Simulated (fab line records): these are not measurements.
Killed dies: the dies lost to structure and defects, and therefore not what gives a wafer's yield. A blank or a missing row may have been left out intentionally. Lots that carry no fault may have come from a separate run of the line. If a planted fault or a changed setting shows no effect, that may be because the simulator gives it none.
8D (eight disciplines) problem report, filled in by code    flow rit cmos    the parts of the form that need people (team, actions taken, sign-off) are left out

1. THE ISSUE
At RIT_PWELL_HARDBAKE_07, heater power total W averages 49.20 W over 6 wafers from 2 lots, while fault-free wafers read 52.03 W, standard deviation 0.069. Relative to the usual mean, that is a shift of -41 standard deviations.
The step: time 120 s.
The first sign was on wafer L778.2 at day 3 12:14, on litho track-03. Wafers with a number at this step in the record: 18, from 6 lots. Rule for "out", or "out of limits": more than 4 standard deviations from the usual mean. The other wafers with a number count as sound.

2. WHAT IT IS, WHAT IT ISN'T
question                     is                                  is not
which readings at this step  heater power total W, plate temp C  -
which lots                   L778, L780                          L775, L776, L785, L792
which wafers of those lots   all that have a number              -
read on which tools          litho track-03                      litho track-02, litho track-04
when                         from day 3 12:14                    up to then (6 sound wafers); but 6 sound wafers of L785, L792 came after

3. SUSPECTS, AND WHAT RULES EACH OUT
Counting: a tool at a process step up to the reading stays a suspect if it ran every lot that is out and no sound lot after the first of them.
- litho track-03 at RIT_PWELL_HARDBAKE_07 (time 120 s): kept. Every lot that is out went through it, starting with L778 (day 3 12:14), and after that it ran no sound lot; the last sound lot it ran before then is L776 (day 3 02:15). On those wafers its own readings are out: heater power total W, plate temp C.
The count leaves litho track-03 at RIT_PWELL_HARDBAKE_07.

4. THE CAUSE (what the simulator had put in)
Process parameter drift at RIT_PWELL_HARDBAKE_07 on litho track-03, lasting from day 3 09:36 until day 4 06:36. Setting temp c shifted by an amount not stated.
The count eliminated every tool but this one.

5. SEQUENCE OF EFFECTS, ordered by route
One row per reading whose mean, taken over the struck wafers that have a number, lies over 3 standard deviations from the usual. Only readings for which the record gives a usual standard deviation are gone through. hours: the time from each lot's start at the first step in this table that gives one to its start at this step, as a median over the lots. sigmas: the change in usual standard deviations.
hours  step                   reading               usual     on struck wafers  change  sigmas
0      RIT_PWELL_HARDBAKE_07  heater power total W  52.03 W   49.20             -2.83   -41
0      RIT_PWELL_HARDBAKE_07  plate temp C          139.98 C  134.22            -5.76   -38
Its process steps:
- RIT_PWELL_HARDBAKE_07: time 120 s.

6. HOW IT WOULD HAVE BEEN CAUGHT EARLIER
3 hours passed between the start of the fault at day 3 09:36 and the first reading out of limits in this record, taken at day 3 12:14.
